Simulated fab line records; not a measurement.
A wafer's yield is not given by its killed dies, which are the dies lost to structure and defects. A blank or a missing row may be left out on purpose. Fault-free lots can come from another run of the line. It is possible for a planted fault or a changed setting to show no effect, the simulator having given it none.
Comparing a struck lot with a sound one :: flow rit cmos :: 15 out of 202 route steps
Sound: wafers L278.1, L278.5, L278.6. Struck: wafers L288.3, L288.4, L288.6. Last of all comes the cause.
At each step with rows: each side's tool, then ch and its chambers, then its first start. Under that, the readings that differ: sound wafers :: struck wafers :: difference of the means :: sigmas: that difference in standard deviations of wafers without a fault.
alike: same words and numbers on both sides, and readings whose means sit less than 2 such deviations apart. not compared: any withheld reading, any reading some wafer has no value for, any bound like >300 that may hide the same value, and any number with overlapping values for which the record gives no deviation.
Wherever a step has rows on one side only, a row that says differs or no value, or a row with sigmas, the two part there. Non-overlapping numbers with no deviation appear without sigmas and do not part them. A reading missing from all wafers of one side parts the sides only when that side holds two or more wafers.

first, 5 steps without rows for these wafers: RIT_NLDD_COAT_01 (resist thk 1000 nm); RIT_NLDD_SOFTBAKE_02 (time 60 s); RIT_NLDD_EXPOSE_03 (exposes mask M7, target cd 40700 nm); RIT_NLDD_PEB_04; RIT_NLDD_DEVELOP_05 (develop time 50 s).
RIT_NLDD_OVL_MEAS_06:
  struck on overlay-02, day 5 04:25; sound on overlay-01, day 3 03:47
  alike: NLDD_OVL
then, 2 steps without rows for these wafers: RIT_NLDD_HARDBAKE_07 (time 60 s); RIT_NLDD_IMPLANT_08.
RIT_NLDD_STRIP_09: strips in O2, time 180 s.
  sound on plasma asher-01 ch 0,1, day 3 04:08; struck on plasma asher-01 ch 0,1, day 5 04:48
  alike: drypump motor current A, o2 flow sccm
  not compared: rf hours counter h
RIT_NLDD_TW_MEAS_10:
  struck on film metro-04, day 5 04:56; sound on film metro-04, day 3 04:18
  alike: NLDD_TW
then, 2 steps without rows for these wafers: RIT_PLDD_HMDS_00 (prime time 60 s); RIT_PLDD_COAT_01 (resist thk 1000 nm).
RIT_PLDD_SOFTBAKE_02: time 60 s.
  sound on litho track-01 ch 0, day 3 04:40; struck on litho track-01 ch 0, day 5 05:19
reading: heater power total W (W)
sound: 34.59 34.52 34.48
struck: 34.24 34.19 34.10
difference: -0.35
sigmas: -7

reading: plate temp C (C)
sound: 89.89 89.90 89.83
struck: 89.04 89.05 89.07
difference: -0.82
sigmas: -6
then, 1 step without rows for these wafers: RIT_PLDD_EXPOSE_03 (exposes mask M8, target cd 40900 nm).
RIT_M1_PROBE_99:
  rows exist in the record for the sound wafers here (prober-02, day 3 20:50), none for the struck ones

WHERE THEY PART
Last at RIT_M1_PROBE_99 as far as this record goes, first at RIT_PLDD_SOFTBAKE_02.

WHY: the cause the simulator had injected
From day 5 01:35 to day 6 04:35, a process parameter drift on litho track-01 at RIT_PLDD_SOFTBAKE_02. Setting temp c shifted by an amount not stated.
